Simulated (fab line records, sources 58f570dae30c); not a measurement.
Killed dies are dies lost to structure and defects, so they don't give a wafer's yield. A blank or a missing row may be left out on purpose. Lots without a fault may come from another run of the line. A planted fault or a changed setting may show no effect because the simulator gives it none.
One fault seen from 2 desks | flow berkeley_cmos170 | each desk has only its own numbers; what lay behind them comes last

THE TOOL OWNER'S DESK: litho_track-04
The tool's own readings at UCB170_V2_PEB_10: means of the sampled wafers that have a number, for each lot that ran on this tool. A lot is out of limits, marked OUT, if its mean lies more than 4 standard deviations from the usual mean; the brackets give that distance.
Columns: A = heater_power_total_W at UCB170_V2_PEB_10, usual 56.80 W; B = plate_temp_C at UCB170_V2_PEB_10, usual 129.96 C
lot  | first seen here | A               | B
L816 | day 7 14:35     | 56.75           | 129.93
L814 | day 7 15:08     | 56.80           | 130.15
L817 | day 7 22:24     | 59.51 (+58) OUT | 134.74 (+37) OUT
L819 | day 8 12:34     | 59.48 (+57) OUT | 134.55 (+35) OUT
L837 | day 12 23:08    | 56.75           | 129.87
This desk's finding: out of limits on L817, L819; first on L817, day 7 22:24 (heater_power_total_W at UCB170_V2_PEB_10). In limits: L816, L814, L837.

THE METROLOGY DESK
What the gauges read, lot by lot, whatever tool the lot ran on: means of the sampled wafers that have a number. A lot is out of limits, marked OUT, if its mean lies more than 4 standard deviations from the usual mean; the brackets give that distance.
Columns: A = NWELL_NITRIDE_THK at UCB170_NWELL_THK_MEAS_05, usual 224.6 nm; B = V1_POLISHED_THK at UCB170_V1_THK_MEAS_04, usual 1000.0 nm; C = cd_nm at UCB170_V2_CD_MEAS_12, usual 700.2 nm; D = cd_nm at UCB170_M3_CD_MEAS_15, usual 700.0 nm
lot  | first seen here | A     | B      | C               | D
L814 | day 2 04:52     | 221.3 | 999.8  | 700.3           | 697.3
L815 | day 2 11:10     | 226.3 | 1000.6 | 701.4           | 701.3
L816 | day 2 11:11     | 224.6 | 999.6  | 700.2           | 700.0
L817 | day 2 17:16     | 225.1 | 1000.6 | 725.3 (+19) OUT | 699.2
L819 | day 3 00:42     | 221.8 | 999.7  | 723.1 (+18) OUT | 698.6
L820 | day 3 10:14     | 224.3 | 999.9  | 700.0           | 697.6
L826 | day 4 17:00     | 226.1 | 999.8  | 700.7           | 703.1
L830 | day 5 17:41     | 226.8 | 999.5  | 701.5           | 700.4
L831 | day 6 01:32     | 224.3 | 1001.6 | 699.2           | 699.2
L832 | day 6 07:38     | 224.0 | 999.1  | 698.8           | 698.0
L833 | day 6 07:38     | 223.9 | 999.2  | 699.0           | 698.7
L834 | day 6 12:11     | 223.6 | 999.2  | 702.2           | 699.1
L835 | day 6 15:56     | 228.5 | 1000.3 | 699.8           | 700.5
L837 | day 7 01:23     | 221.3 | 1000.5 | 700.0           | 699.5
This desk's finding: out of limits on L817, L819; first on L817, day 7 22:40 (cd_nm at UCB170_V2_CD_MEAS_12). In limits: L814, L815, L816, L820, L826, L830, L831, L832, L833, L834, L835, L837.

PUT TOGETHER
The tool owner's desk could have raised an alarm at day 7 22:24, on L817, L819.
The metrology desk could have raised an alarm at day 7 22:40, on L817, L819.
Of the lots named, all ran UCB170_V2_PEB_10 on litho_track-04.

WHAT THE SIMULATOR HAD PUT IN
Process parameter drift: litho_track-04, from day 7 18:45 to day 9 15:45, at UCB170_V2_PEB_10. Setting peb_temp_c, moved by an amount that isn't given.
Lots struck among those shown: L817, L819.
Hours from the fault's start to each desk's first reading out of limits: the tool owner's desk, 4; the metrology desk, 4.
